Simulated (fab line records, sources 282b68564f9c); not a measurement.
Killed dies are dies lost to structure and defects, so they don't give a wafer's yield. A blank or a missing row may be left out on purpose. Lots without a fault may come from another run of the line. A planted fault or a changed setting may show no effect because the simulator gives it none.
fab line records | flow rit_cmos | part 1 of 2: steps 1 to 25 of 35
record lots=5 wafers=15 last_day=7
route steps=202 shown PSD@149 SDANNEAL@153 NSD@158 PLDD@159 NLDD@160 SILICIDE@161 CONTACT@168
lots that met no fault: from a run of the same line without faults
start_h: hours from the record's first day to the start of the lot's first wafer shown | wait_h: hours since the lot's step before | " the same as in the row above | L1.1+2: a row that stands for several wafers | - no value, or no start given | * or withheld: withheld | < > ~ a bound
route shown NAME@n: a module of which the file shows steps, and the number in the route of the first | usual: mean/standard deviation of fault-free wafers | same: alike in all rows | chamber/n: place in a boat | sites: the reading at each site | _std_site: their standard deviation | _edge_site: outer sites' mean less inner sites' | radius_mm: how far each site lies from the wafer's centre | mask NAME#n: copy n | behind: the tool/chamber that last shaped the wafer | hold: why the lot was held/for how many hours/how that ended | device: the transistor (n, p or np) that didn't switch | end of line: the same wafers' tests at the end of the route | a step without rows: its recipe alone | killed: dies lost to structure and defects at the first sort, not the wafer's yield | map: a wafer's dies, x killed, . not, _ none there
set.NAME: the setting as run; set.NAME@STEP: as run at that earlier step | model.NAME: the simulator's own value behind a step, which no gauge read
lots at some steps of the route; a table a step, a row a wafer
services: from which hour (start_h, from the record's first day; less than 0 if before it) a tool's chamber was out of use, for how many hours, and why
## steps
# step RIT_PSD_HARDBAKE_07
# recipe resist=NOVOLAK temp_c=140 time_s=60
# usual chill_plate_temp_C=22.99/0.11
# columns lot.wafer tool chamber start_h wait_h chill_plate_temp_C
L075.2 litho_track-04 0 75.91 0.0 22.90
L075.4 " 0 " " 22.85
L075.5 " 0 " " 22.80
L079.3 litho_track-04 0 85.85 0.2 23.05
L079.4 " 0 " " 23.08
L079.5 " 0 " " 23.10
L080.1 litho_track-02 0 93.92 0.1 23.02
L080.4 " 0 " " 23.04
L080.6 " 0 " " 22.91
L082.2 litho_track-01 0 97.60 0.3 22.91
L082.3 " 0 " " 23.09
L082.4 " 0 " " 22.76
L095.2 litho_track-01 0 163.92 0.0 22.81
L095.3 " 0 " " 22.95
L095.5 " 0 " " 22.88
# step RIT_PSD_IMPLANT_08
# recipe species=BF2 energy_kev=27 dose_cm2=5e+15 tilt_deg=7
# columns lot.wafer tool chamber start_h wait_h
L075.2+4+5 implanter-03 0 76.06 0.1
L079.3+4+5 implanter-01 0 86.00 0.1
L080.1+4+6 implanter-03 0 94.07 0.1
L082.2+3+4 implanter-01 0 97.75 0.1
L095.2+3+5 implanter-01 0 164.07 0.1
# step RIT_PSD_STRIP_09
# recipe chemistry=O2 time_s=180 resist=NOVOLAK platen_temp_c=withheld power_w=500 pressure_mtorr=4000 o2_flow_sccm=4000
# usual drypump_motor_current_A=5.9/0.4 o2_flow_sccm=4000/12
# columns lot.wafer tool chamber start_h wait_h drypump_motor_current_A o2_flow_sccm rf_hours_counter_h
L075.2 plasma_asher-03 0 76.18 0.1 5.9 4000 40
L075.4 " 0 " " 5.9 4000 -
L075.5 " 0 " " 5.9 3989 -
L079.3 plasma_asher-04 0 86.16 0.1 6.4 3990 -
L079.4 " 1 " " 6.7 3988 -
L079.5 " 1 " " 6.7 4000 -
L080.1 plasma_asher-03 1 94.22 0.1 5.4 3985 43
L080.4 " 1 " " 5.4 3988 -
L080.6 " 0 " " 5.9 3986 -
L082.2 plasma_asher-04 1 97.88 0.1 6.7 4002 32
L082.3 " 1 " " 6.7 3982 -
L082.4 " 0 " " 6.3 3993 -
L095.2 plasma_asher-03 0 164.19 0.1 5.9 3998 52
L095.3 " 1 " " 5.5 4004 -
L095.5 " 0 " " 5.9 3983 -
# step RIT_PSD_TW_MEAS_10
# usual PSD_TW=3420/15
# columns lot.wafer tool chamber start_h wait_h PSD_TW
L075.2 film_metro-03 - 76.37 0.1 3406
L075.4 " - " " 3421
L075.5 " - " " 3422
L079.3 film_metro-02 - 86.30 0.1 3417
L079.4 " - " " 3411
L079.5 " - " " 3408
L080.1 film_metro-04 - 94.40 0.1 3390
L080.4 " - " " 3394
L080.6 " - " " 3389
L082.2 film_metro-04 - 98.06 0.1 3426
L082.3 " - " " 3408
L082.4 " - " " 3394
L095.2 film_metro-02 - 164.38 0.1 3402
L095.3 " - " " 3398
L095.5 " - " " 3423
# step RIT_SDANNEAL_CLEAN_00
# recipe chemistry=SC1 mix=3:3:50 time_s=600 temp_c=75
# usual bath_heat_duty_pct=15.2/1.1 temp_c=74.97/0.13
# columns lot.wafer tool chamber start_h wait_h bath_heat_duty_pct temp_c
L075.2 wet_bench-01 1 76.42 0.0 15.7 74.96
L075.4 " 1 " " 13.9 75.01
L075.5 " 1 " " 14.3 74.92
L079.3 wet_bench-02 1 86.34 0.0 15.0 74.95
L079.4 " 1 " " 15.5 74.94
L079.5 " 1 " " 14.4 75.03
L080.1 wet_bench-04 0 94.46 0.1 15.3 75.12
L080.4 " 0 " " 15.2 75.08
L080.6 " 0 " " 14.9 75.28
L082.2 wet_bench-02 3 98.11 0.0 14.3 75.15
L082.3 " 3 " " 14.8 75.21
L082.4 " 3 " " 13.5 74.98
L095.2 wet_bench-01 1 164.43 0.0 15.7 75.14
L095.3 " 1 " " 13.8 75.05
L095.5 " 1 " " 14.7 75.15
# step RIT_SDANNEAL_CLEAN_01
# recipe chemistry=dHF dilution=50:1 time_s=30
# columns lot.wafer tool chamber start_h wait_h
L075.2+4+5 wet_bench-02 1 76.59 0.0
L079.3+4+5 wet_bench-02 3 86.51 0.0
L080.1+4+6 wet_bench-01 1 94.65 0.0
L082.2+3+4 wet_bench-04 1 98.29 0.0
L095.2+3+5 wet_bench-02 3 164.60 0.0
# step RIT_SDANNEAL_CLEAN_02
# recipe chemistry=SC2 mix=3:3:50 time_s=600 temp_c=75 dry=n2_spin
# usual bath_heat_duty_pct=15.2/1.4 temp_c=75.02/0.12
# columns lot.wafer tool chamber start_h wait_h bath_heat_duty_pct temp_c
L075.2 wet_bench-04 3 76.61 0.0 16.3 74.98
L075.4 " 3 " " 17.8 74.75
L075.5 " 3 " " 17.9 74.87
L079.3 wet_bench-02 3 86.53 0.0 15.6 75.27
L079.4 " 3 " " 15.9 75.11
L079.5 " 3 " " 14.3 75.21
L080.1 wet_bench-04 3 94.67 0.0 17.8 74.98
L080.4 " 3 " " 17.0 74.97
L080.6 " 3 " " 16.9 75.01
L082.2 wet_bench-01 0 98.31 0.0 17.0 75.22
L082.3 " 0 " " 15.2 75.25
L082.4 " 0 " " 16.0 75.03
L095.2 wet_bench-01 0 164.62 0.0 16.2 74.87
L095.3 " 0 " " 17.1 74.92
L095.5 " 0 " " 17.5 75.00
# step RIT_SDANNEAL_RTA_03
# recipe temp_c=1050 time_s=5 idle_temp_c=600 ramp_up_c_per_s=342 ramp_down_c_per_s=171 cool_to_c=600 ambient=N2
# usual chamber_o2_ppm=2.000/0.024 wafer_temp_C_max=1053.4/1.1
# columns lot.wafer tool chamber start_h wait_h chamber_o2_ppm wafer_temp_C_max
L075.2 rtp_anneal-02 0 76.79 0.0 2.025 1053.0
L075.4 " 0 " " 2.007 1053.3
L075.5 " 0 " " 2.029 1052.8
L079.3 rtp_anneal-01 0 86.72 0.0 1.995 1054.1
L079.4 " 0 " " 1.962 1054.0
L079.5 " 0 " " 1.995 1052.5
L080.1 rtp_anneal-02 0 94.86 0.0 1.969 1053.7
L080.4 " 0 " " 1.979 1053.9
L080.6 " 0 " " 2.023 1054.4
L082.2 rtp_anneal-01 0 98.49 0.0 1.985 1054.4
L082.3 " 0 " " 1.990 1052.2
L082.4 " 0 " " 1.959 1052.7
L095.2 rtp_anneal-02 0 164.81 0.0 1.992 1053.5
L095.3 " 0 " " 1.955 1056.8
L095.5 " 0 " " 1.976 1054.6
# step RIT_SDANNEAL_RS_MEAS_04
# recipe thk_meas_gauge=four-point-probe
# usual PSD_RS=115.91/0.29
# columns lot.wafer tool chamber start_h wait_h PSD_RS[ohm/sq]
L075.2 film_metro-02 - 76.86 0.1 115.70
L075.4 " - " " 115.75
L075.5 " - " " 115.85
L079.3 film_metro-04 - 86.80 0.1 116.24
L079.4 " - " " 115.97
L079.5 " - " " 115.76
L080.1 film_metro-04 - 94.91 0.0 116.10
L080.4 " - " " 116.22
L080.6 " - " " 115.63
L082.2 film_metro-04 - 98.56 0.1 115.78
L082.3 " - " " 115.85
L082.4 " - " " 115.98
L095.2 film_metro-04 - 164.87 0.1 116.06
L095.3 " - " " 115.72
L095.5 " - " " 116.23
# step RIT_SDANNEAL_RS_MEAS_05
# recipe thk_meas_gauge=four-point-probe
# usual NSD_RS=84.48/0.26
# columns lot.wafer tool chamber start_h wait_h NSD_RS[ohm/sq]
L075.2 film_metro-02 - 76.98 0.1 84.70
L075.4 " - " " 84.58
L075.5 " - " " 85.00
L079.3 film_metro-04 - 86.92 0.1 84.52
L079.4 " - " " 84.48
L079.5 " - " " 84.44
L080.1 film_metro-04 - 95.03 0.1 84.57
L080.4 " - " " 84.78
L080.6 " - " " 84.65
L082.2 film_metro-04 - 98.68 0.1 84.13
L082.3 " - " " 84.74
L082.4 " - " " 84.63
L095.2 film_metro-04 - 164.99 0.1 84.59
L095.3 " - " " 84.22
L095.5 " - " " 84.32
# step RIT_SDANNEAL_RS_MEAS_06
# recipe thk_meas_gauge=four-point-probe
# usual PLDD_RS=178.7/0.52
# columns lot.wafer tool chamber start_h wait_h PLDD_RS[ohm/sq]
L075.2 film_metro-02 - 77.10 0.1 178.1
L075.4 " - " " 178.3
L075.5 " - " " 178.4
L079.3 film_metro-04 - 87.04 0.1 178.6
L079.4 " - " " 178.5
L079.5 " - " " 178.4
L080.1 film_metro-04 - 95.15 0.1 179.2
L080.4 " - " " 179.4
L080.6 " - " " 179.2
L082.2 film_metro-04 - 98.80 0.1 179.0
L082.3 " - " " 179.2
L082.4 " - " " 179.1
L095.2 film_metro-04 - 165.11 0.1 179.2
L095.3 " - " " 179.1
L095.5 " - " " 179.3
# step RIT_SDANNEAL_RS_MEAS_07
# recipe thk_meas_gauge=four-point-probe
# usual NLDD_RS=151.6/0.57
# columns lot.wafer tool chamber start_h wait_h NLDD_RS[ohm/sq]
L075.2 film_metro-02 - 77.22 0.1 151.3
L075.4 " - " " 151.3
L075.5 " - " " 151.2
L079.3 film_metro-04 - 87.16 0.1 152.0
L079.4 " - " " 152.6
L079.5 " - " " 151.8
L080.1 film_metro-04 - 95.27 0.1 151.7
L080.4 " - " " 152.2
L080.6 " - " " 151.9
L082.2 film_metro-04 - 98.92 0.1 151.8
L082.3 " - " " 151.7
L082.4 " - " " 151.7
L095.2 film_metro-04 - 165.23 0.1 151.3
L095.3 " - " " 151.7
L095.5 " - " " 151.2
# step RIT_SILICIDE_WET_ETCH_00
# recipe chemistry=BOE target=SiO2 target_depth_nm=14 time_s=15 dry=n2_spin dilution=10:1 temp_c=21.5
# usual bath_heat_duty_pct=1.6/0.35 temp_c=21.47/0.11
# columns lot.wafer tool chamber start_h wait_h bath_heat_duty_pct temp_c
L075.2 wet_bench-02 0 77.32 0.1 2.0 21.53
L075.4 " 0 " " 1.8 21.40
L075.5 " 0 " " 1.3 21.48
L079.3 wet_bench-03 3 87.24 0.1 1.6 21.61
L079.4 " 3 " " 1.4 21.52
L079.5 " 3 " " 1.6 21.44
L080.1 wet_bench-01 0 95.39 0.1 2.0 21.45
L080.4 " 0 " " 2.0 21.54
L080.6 " 0 " " 2.1 21.40
L082.2 wet_bench-01 3 99.02 0.1 1.2 21.41
L082.3 " 3 " " 1.5 21.36
L082.4 " 3 " " 1.2 21.30
L095.2 wet_bench-02 2 165.33 0.1 1.3 21.38
L095.3 " 2 " " 1.4 21.27
L095.5 " 2 " " 0.9 21.37
# step RIT_SILICIDE_SPUTTER_01
# recipe material=Ti target_thk_nm=30 power_w=350 chamber_pressure_pa=0.667 gas=Ar time_s=240 substrate_temp_c=25
# usual substrate_temp_c=24.98/0.091 throttle_valve_pct=29.8/1.2
# columns lot.wafer tool chamber start_h wait_h substrate_temp_c throttle_valve_pct
L075.2 pvd_sputter-01 - 77.34 0.0 24.88 28.8
L075.4 " - " " 25.09 29.0
L075.5 " - " " 25.00 28.6
L079.3 pvd_sputter-04 - 87.25 0.0 25.08 32.7
L079.4 " - " " 24.93 28.6
L079.5 " - " " 25.01 30.3
L080.1 pvd_sputter-01 - 95.41 0.0 25.12 28.9
L080.4 " - " " 24.98 29.8
L080.6 " - " " 24.93 28.7
L082.2 pvd_sputter-04 - 99.03 0.0 24.99 32.3
L082.3 " - " " 24.91 30.0
L082.4 " - " " 25.05 31.1
L095.2 pvd_sputter-01 - 165.35 0.0 24.95 28.6
L095.3 " - " " 24.91 28.8
L095.5 " - " " 24.92 28.7
# step RIT_SILICIDE_RS_MEAS_02
# recipe thk_meas_gauge=four-point-probe reads=Ti_of_SILICIDE_SPUTTER_01
# usual SILICIDE_TI_RS=47.9/0.62
# columns lot.wafer tool chamber start_h wait_h SILICIDE_TI_RS[ohm/sq]
L075.2 film_metro-01 - 77.51 0.1 47.7
L075.4 " - " " 48.5
L075.5 " - " " 48.3
L079.3 film_metro-03 - 87.44 0.1 47.3
L079.4 " - " " 47.2
L079.5 " - " " 47.0
L080.1 film_metro-03 - 95.56 0.1 48.2
L080.4 " - " " 48.7
L080.6 " - " " 47.6
L082.2 film_metro-01 - 99.20 0.1 48.7
L082.3 " - " " 48.1
L082.4 " - " " 48.5
L095.2 film_metro-01 - 165.52 0.1 48.4
L095.3 " - " " 48.2
L095.5 " - " " 48.1
# step RIT_SILICIDE_THK_MEAS_03
# recipe thk_meas_gauge=xrf reads=Ti_of_SILICIDE_SPUTTER_01
# usual SILICIDE_TI_THK=30.0/0.34
# columns lot.wafer tool chamber start_h wait_h SILICIDE_TI_THK[nm]
L075.2 film_metro-01 - 77.62 0.1 30.2
L075.4 " - " " 30.0
L075.5 " - " " 29.9
L079.3 film_metro-03 - 87.54 0.1 30.3
L079.4 " - " " 30.6
L079.5 " - " " 30.6
L080.1 film_metro-03 - 95.68 0.1 30.1
L080.4 " - " " 29.9
L080.6 " - " " 30.2
L082.2 film_metro-01 - 99.31 0.1 29.6
L082.3 " - " " 29.8
L082.4 " - " " 29.8
L095.2 film_metro-01 - 165.63 0.1 29.9
L095.3 " - " " 29.9
L095.5 " - " " 29.9
# step RIT_SILICIDE_RTA_04
# recipe temp_c=650 time_s=10 idle_temp_c=25 ramp_up_s=5 ramp_down_s=5 cool_to_c=25 ambient=N2
# usual chamber_o2_ppm=2.001/0.024 wafer_temp_C_max=652.4/0.55
# columns lot.wafer tool chamber start_h wait_h chamber_o2_ppm wafer_temp_C_max
L075.2 rtp_anneal-01 0 77.68 0.1 1.992 653.5
L075.4 " 0 " " 1.970 652.6
L075.5 " 0 " " 1.993 652.2
L079.3 rtp_anneal-02 0 87.61 0.1 2.013 651.3
L079.4 " 0 " " 2.002 651.1
L079.5 " 0 " " 2.001 651.7
L080.1 rtp_anneal-01 0 95.74 0.1 2.009 653.2
L080.4 " 0 " " 2.018 652.9
L080.6 " 0 " " 2.008 652.5
L082.2 rtp_anneal-02 0 99.37 0.1 2.017 652.3
L082.3 " 0 " " 2.021 651.8
L082.4 " 0 " " 2.010 652.4
L095.2 rtp_anneal-01 0 165.69 0.1 2.003 652.6
L095.3 " 0 " " 2.006 652.9
L095.5 " 0 " " 1.973 652.4
# step RIT_SILICIDE_WET_ETCH_05
# recipe chemistry=SPM target=Ti temp_c=90 time_s=120 dry=n2_spin
# usual bath_heat_duty_pct=13.1/1 temp_c=90.01/0.15
# columns lot.wafer tool chamber start_h wait_h bath_heat_duty_pct temp_c
L075.2 wet_bench-03 1 77.73 0.0 13.8 89.86
L075.4 " 1 " " 12.4 89.74
L075.5 " 1 " " 13.4 89.87
L079.3 wet_bench-01 1 87.65 0.0 12.3 89.99
L079.4 " 1 " " 12.9 90.02
L079.5 " 1 " " 12.6 90.31
L080.1 wet_bench-03 0 95.80 0.1 14.0 89.96
L080.4 " 0 " " 14.9 89.91
L080.6 " 0 " " 14.4 89.83
L082.2 wet_bench-02 1 99.43 0.0 12.7 90.16
L082.3 " 1 " " 13.0 90.18
L082.4 " 1 " " 13.1 90.24
L095.2 wet_bench-02 1 165.74 0.0 13.2 89.78
L095.3 " 1 " " 13.7 90.00
L095.5 " 1 " " 12.4 89.92
# step RIT_SILICIDE_RTA_06
# recipe temp_c=750 time_s=10 idle_temp_c=25 ramp_up_s=5 ramp_down_s=10 cool_to_c=25 ambient=N2
# usual chamber_o2_ppm=2.002/0.021 wafer_temp_C_max=752.7/0.65
# columns lot.wafer tool chamber start_h wait_h chamber_o2_ppm wafer_temp_C_max
L075.2 rtp_anneal-02 0 77.79 0.0 1.972 752.0
L075.4 " 0 " " 1.981 753.2
L075.5 " 0 " " 1.973 752.3
L079.3 rtp_anneal-01 0 87.71 0.0 2.002 754.1
L079.4 " 0 " " 1.988 753.4
L079.5 " 0 " " 2.019 752.1
L080.1 rtp_anneal-02 0 95.85 0.0 2.006 752.2
L080.4 " 0 " " 2.012 752.3
L080.6 " 0 " " 2.005 752.3
L082.2 rtp_anneal-01 0 99.48 0.0 2.036 752.2
L082.3 " 0 " " 1.980 753.6
L082.4 " 0 " " 2.019 753.8
L095.2 rtp_anneal-02 0 165.80 0.0 2.034 752.4
L095.3 " 0 " " 2.048 752.5
L095.5 " 0 " " 2.013 752.7
# step RIT_CONTACT_CVD_00
# recipe material=SiO2 target_thk_nm=400 precursor=TEOS temp_c=390 time_s=61 rf_w=400
# usual heater_power_w=324/43
# columns lot.wafer tool chamber start_h wait_h heater_power_w
L075.2 pecvd-01 0 77.84 0.0 291
L075.4 " 0 " " 303
L075.5 " 1 " " 314
L079.3 pecvd-01 0 87.76 0.0 326
L079.4 " 1 " " 298
L079.5 " 2 " " 385
L080.1 pecvd-01 1 95.91 0.1 332
L080.4 " 0 " " 315
L080.6 " 1 " " 333
L082.2 pecvd-03 0 99.54 0.0 357
L082.3 " 2 " " 359
L082.4 " 1 " " 352
L095.2 pecvd-04 1 165.85 0.0 323
L095.3 " 0 " " 351
L095.5 " 1 " " 341
# step RIT_CONTACT_THK_MEAS_01
# recipe reads=SiO2_of_CONTACT_CVD_00
# usual CONTACT_TEOS_THK=401/5.3
# columns lot.wafer tool chamber start_h wait_h CONTACT_TEOS_THK[nm]
L075.2 film_metro-01 - 77.90 0.0 400
L075.4 " - " " 406
L075.5 " - " " 407
L079.3 film_metro-01 - 87.83 0.0 400
L079.4 " - " " 407
L079.5 " - " " 406
L080.1 film_metro-04 - 95.96 0.0 398
L080.4 " - " " 405
L080.6 " - " " 408
L082.2 film_metro-04 - 99.60 0.0 398
L082.3 " - " " 407
L082.4 " - " " 408
L095.2 film_metro-01 - 165.91 0.0 394
L095.3 " - " " 393
L095.5 " - " " 400
# step RIT_CONTACT_HMDS_02
# recipe prime_time_s=60 prime_temp_c=140
# usual chill_plate_temp_C=23.00/0.096
# columns lot.wafer tool chamber start_h wait_h chill_plate_temp_C
L075.2 litho_track-04 0 77.98 0.1 22.85
L075.4 " 0 " " 23.03
L075.5 " 0 " " 22.99
L079.3 litho_track-01 0 87.92 0.1 23.07
L079.4 " 0 " " 23.00
L079.5 " 0 " " 22.92
L080.1 litho_track-04 0 96.02 0.1 23.19
L080.4 " 0 " " 23.09
L080.6 " 0 " " 22.91
L082.2 litho_track-04 0 99.67 0.1 23.08
L082.3 " 0 " " 23.01
L082.4 " 0 " " 22.94
L095.2 litho_track-03 0 165.99 0.1 22.99
L095.3 " 0 " " 22.87
L095.5 " 0 " " 22.99
# step RIT_CONTACT_COAT_03
# recipe resist=NOVOLAK spin_rpm=3250 resist_thk_nm=1000
# usual chill_plate_temp_C=23.02/0.1
# columns lot.wafer tool chamber start_h wait_h chill_plate_temp_C
L075.2 litho_track-04 0 78.13 0.1 23.11
L075.4 " 0 " " 22.94
L075.5 " 0 " " 23.03
L079.3 litho_track-01 0 88.07 0.1 23.05
L079.4 " 0 " " 22.99
L079.5 " 0 " " 22.95
L080.1 litho_track-04 0 96.17 0.1 23.07
L080.4 " 0 " " 23.03
L080.6 " 0 " " 23.00
L082.2 litho_track-04 0 99.82 0.1 23.18
L082.3 " 0 " " 23.13
L082.4 " 0 " " 23.14
L095.2 litho_track-03 0 166.14 0.1 23.10
L095.3 " 0 " " 23.06
L095.5 " 0 " " 23.06
# step RIT_CONTACT_SOFTBAKE_04
# recipe resist=NOVOLAK temp_c=90 time_s=60
# usual chill_plate_temp_C=23.00/0.12
# columns lot.wafer tool chamber start_h wait_h chill_plate_temp_C
L075.2 litho_track-04 0 78.28 0.1 23.08
L075.4 " 0 " " 22.88
L075.5 " 0 " " 23.00
L079.3 litho_track-01 0 88.22 0.1 23.11
L079.4 " 0 " " 22.99
L079.5 " 0 " " 23.13
L080.1 litho_track-04 0 96.32 0.1 22.95
L080.4 " 0 " " 22.95
L080.6 " 0 " " 23.13
L082.2 litho_track-04 0 99.97 0.1 22.90
L082.3 " 0 " " 23.00
L082.4 " 0 " " 23.09
L095.2 litho_track-03 0 166.29 0.1 22.93
L095.3 " 0 " " 22.95
L095.5 " 0 " " 22.78
# step RIT_CONTACT_EXPOSE_05
# recipe mask_id=M11 na=0.6 source_shape=conventional sigma_outer=0.5 target_cd_nm=1000 dose_mj=250
# columns lot.wafer tool chamber start_h wait_h mask
L075.2+4+5 iline_stepper-01 0 78.42 0.1 M11#0
L079.3+4+5 iline_stepper-02 0 88.48 0.2 M11#0
L080.1+4+6 iline_stepper-02 0 96.47 0.1 M11#0
L082.2+3+4 iline_stepper-01 0 100.24 0.2 M11#0
L095.2+3+5 iline_stepper-02 0 166.64 0.3 M11#0
